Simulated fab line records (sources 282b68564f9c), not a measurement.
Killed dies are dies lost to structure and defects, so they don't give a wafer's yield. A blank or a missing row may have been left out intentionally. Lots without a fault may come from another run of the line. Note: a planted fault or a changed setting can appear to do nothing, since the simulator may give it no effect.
Comparing a struck lot with a sound one    flow ritCmos    28 steps out of a route of 202
Sound: wafers L889.1, L889.2, L889.5. The struck wafers were L880.3, L880.4, L880.5. The cause is given at the end.
At each step with rows: each side's tool, then ch and its chambers, then its first start. Under that, the readings that differ: sound wafers    struck wafers    difference of the means    sigmas: that difference in standard deviations of wafers without a fault.
alike: readings whose means differ by less than 2 such deviations, and words and numbers that are the same on both sides. not compared: withheld readings, readings that some wafer has no value for, bounds like >300 that may hide the same value, and numbers for which the record gives no deviation and whose values overlap.
Wherever a step has rows on one side only, a row that says differs or no value, or a row with sigmas, the two part there. Non-overlapping numbers with no deviation appear without sigmas and do not part them. A reading that every wafer of one side lacks parts them only if that side has two wafers or more.

RIT_ACTIVE_BOW_MEAS_00:
  struck on filmMetro-01, day 2 21:02; sound on filmMetro-01, day 4 18:00
  alike: INCOMING_BOW
RIT_ACTIVE_OXIDATION_01: target thk 46.8 nm, ox time 3360 s.
  sound on furnace-01 ch 0, day 4 18:07; struck on furnace-02 ch 0, day 2 23:58
  alike: spikeTcLoadC
RIT_ACTIVE_THK_MEAS_02:
  struck on filmMetro-02, day 3 01:55; sound on filmMetro-03, day 4 20:03
reading                sound           struck          difference  sigmas
ACTIVE_OXIDE_THK (nm)  48.7 48.1 47.4  75.3 76.1 74.0  +27.1       +31
then, 1 step without rows for these wafers: RIT_ACTIVE_CVD_03 (deposits Si3N4 from SiH2Cl2/NH3, target thk 150 nm, time 1500 s).
RIT_ACTIVE_THK_MEAS_04:
  struck on filmMetro-03, day 3 03:23; sound on filmMetro-03, day 4 21:32
  alike: ACTIVE_NITRIDE_THK
then, 6 steps without rows for these wafers: RIT_ACTIVE_HMDS_05 (prime time 60 s); RIT_ACTIVE_COAT_06 (resist thk 1000 nm); RIT_ACTIVE_SOFTBAKE_07 (time 60 s); RIT_ACTIVE_EXPOSE_08 (exposes mask M1, target cd 1400 nm); RIT_ACTIVE_PEB_09; RIT_ACTIVE_DEVELOP_10 (develop time 50 s).
RIT_ACTIVE_CD_MEAS_11 targets a cd of 1400 nm.
  struck on cdSem-02, day 3 04:40; sound on cdSem-02, day 4 22:34
  alike: cdNm
then, 1 step without rows for these wafers: RIT_ACTIVE_HARDBAKE_12 (time 60 s).
RIT_ACTIVE_ETCH_13: etches Si3N4 in SF6, stops on SiO2, time 210 s, target depth 210 nm.
  sound on rieDiel-03 ch 1,3, day 4 22:50; struck on rieDiel-02 ch 0,1,2, day 3 04:54
reading                                       sound              struck             difference  sigmas
model.SiO2_of_ACTIVE_OXIDATION_01.thkNm (nm)  48.06 48.09 46.95  74.29 76.17 73.54  +26.97      
  alike: drypumpMotorCurrentA, oesProductAu, throttleValvePct
  not compared: rfHoursCounterH
RIT_ACTIVE_STRIP_14: strips in O2, time 180 s.
  sound on plasmaAsher-03 ch 0,1, day 4 22:58; struck on plasmaAsher-01 ch 0,1, day 3 05:05
  alike: drypumpMotorCurrentA, rfReflPowerW
  not compared: rfHoursCounterH
RIT_ACTIVE_CD_MEAS_90 targets a cd of 1400 nm.
  struck on cdSem-01, day 3 05:18; sound on cdSem-02, day 4 23:08
  alike: cdNm
then, 4 steps without rows for these wafers: RIT_ACTIVE_CLEAN_15 (cleans in SC1, time 600 s); RIT_ACTIVE_CLEAN_16 (cleans in dHF, time 30 s); RIT_ACTIVE_CLEAN_17 (cleans in SC2, time 600 s); RIT_FOX1_OXIDATION_00 (target thk 350.7 nm, ox time 1130 s).
RIT_FOX1_THK_MEAS_01:
  struck on filmMetro-01, day 3 07:58; sound on filmMetro-02, day 5 00:59
  alike: FOX1_OXIDE_THK
then, 2 steps without rows for these wafers: RIT_FOX1_WET_ETCH_02 (etches SiO2 in BOE, target depth 350 nm, time 390 s); RIT_FOX2_OXIDATION_00 (target thk 350.7 nm, ox time 1130 s).
RIT_FOX2_THK_MEAS_01:
  struck on filmMetro-04, day 3 10:23; sound on filmMetro-01, day 5 02:28
  alike: FOX2_OXIDE_THK
then, 1 step without rows for these wafers: RIT_FOX2_CLEAN_02 (cleans in dHF, time 180 s).
RIT_FOX2_WET_ETCH_03: etches Si3N4 in H3PO4, target depth 195 nm, time 2700 s.
  sound on wetBench-02 ch 2, day 5 02:35; struck on wetBench-01 ch 1, day 3 10:35
reading                                       sound              struck             difference  sigmas
model.SiO2_of_ACTIVE_OXIDATION_01.thkNm (nm)  42.72 42.69 41.75  65.98 67.63 65.28  +23.91      
RIT_FOX2_THK_MEAS_90:
  struck on filmMetro-04, day 3 11:23; sound on filmMetro-04, day 5 03:20
  alike: FIELD_OXIDE_LEFT_1_THK
RIT_M1_PROBE_99:
  rows exist in the record for the struck wafers here (prober-01, day 5 04:15), but not for the sound ones

## WHERE THEY PART
At RIT_ACTIVE_THK_MEAS_02 first; at RIT_M1_PROBE_99 last (within this record only).

WHY: what the simulator had put in
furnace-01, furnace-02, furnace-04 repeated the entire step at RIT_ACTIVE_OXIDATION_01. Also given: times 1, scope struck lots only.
